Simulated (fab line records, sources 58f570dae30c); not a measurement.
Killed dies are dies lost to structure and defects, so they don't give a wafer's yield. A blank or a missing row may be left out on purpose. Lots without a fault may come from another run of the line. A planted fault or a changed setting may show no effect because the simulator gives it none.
Chamber matching | flow berkeley_cmos170 | UCB170_V2_ETCH_14 on rie_diel-03: 4 sister chambers
The step etches SiO2 in CHF3/CF4/Ar, stops on Al, target depth 1250 nm, time 291 s. 16 wafers are shown with their chamber, then 8 later ones without.

WAFERS WITH THEIR CHAMBER
wafer  | chamber | drypump_motor_current_A (A) | throttle_valve_pct (%) | oes_product_au (a.u.)
L529.1 | 1       | 5.2                         | 6.86                   | 0.889
L529.3 | 2       | 5.3                         | 7.16                   | 0.903
L529.4 | 3       | 6.4                         | 6.95                   | 0.864
L528.1 | 1       | 5.2                         | 6.87                   | 0.894
L528.4 | 3       | 6.5                         | 6.97                   | 0.874
L528.5 | 1       | 5.2                         | 6.86                   | 0.894
L530.3 | 0       | 6.0                         | 6.98                   | 0.882
L530.4 | 3       | 6.4                         | 6.96                   | 0.871
L530.6 | 1       | 5.2                         | 6.88                   | 0.893
L533.4 | 3       | 6.5                         | 6.95                   | 0.873
L533.5 | 0       | 6.0                         | 6.97                   | 0.884
L533.6 | 1       | 5.2                         | 6.87                   | 0.890
L535.4 | 0       | 6.0                         | 6.98                   | 0.888
L535.5 | 3       | 6.5                         | 6.96                   | 0.875
L535.6 | 2       | 5.3                         | 7.16                   | 0.866
L541.2 | 3       | 6.4                         | 6.97                   | 0.867

SIGNATURES (means of the wafers above)
reading                 | chamber 0 | chamber 1 | chamber 2 | chamber 3 | scatter within a chamber
drypump_motor_current_A | 6.000     | 5.200     | 5.300     | 6.450     | 0.0354
throttle_valve_pct      | 6.9767    | 6.8680    | 7.1600    | 6.9600    | 0.00789
oes_product_au          | 0.88467   | 0.89200   | 0.88450   | 0.87067   | 0.00826
Rule: a wafer's distance from a chamber is the root of the sum, over the readings, of the square of ((its reading less the chamber's mean) divided by the reading's scatter). The wafer belongs to the nearest chamber; if the next one is less than 2 further off, it can't be placed. The scatter: the root of (the sum of the squares of (reading less its chamber's mean) over the shown wafers, divided by (wafers less chambers)).

WAFERS WITHOUT THEIR CHAMBER
wafer  | drypump_motor_current_A (A) | throttle_valve_pct (%) | oes_product_au (a.u.)
L541.5 | 6.4                         | 6.96                   | 0.873
L541.6 | 5.3                         | 7.17                   | 0.860
L546.1 | 6.0                         | 6.98                   | 0.883
L546.2 | 5.3                         | 7.16                   | 0.867
L546.5 | 5.3                         | 7.18                   | 0.862
L548.2 | 6.5                         | 6.97                   | 0.875
L548.3 | 5.3                         | 7.15                   | 0.865
L548.6 | 6.0                         | 6.95                   | 0.882

WHICH CHAMBER EACH WENT THROUGH
wafer  | from the rows above | in truth
L541.5 | 3                   | 3
L541.6 | 2                   | 2
L546.1 | 0                   | 0
L546.2 | 2                   | 2
L546.5 | 2                   | 2
L548.2 | 3                   | 3
L548.3 | 2                   | 2
L548.6 | 0                   | 0
Placed correctly: 8 of 8. Can't be placed from these rows: 0. Placed wrongly: 0.
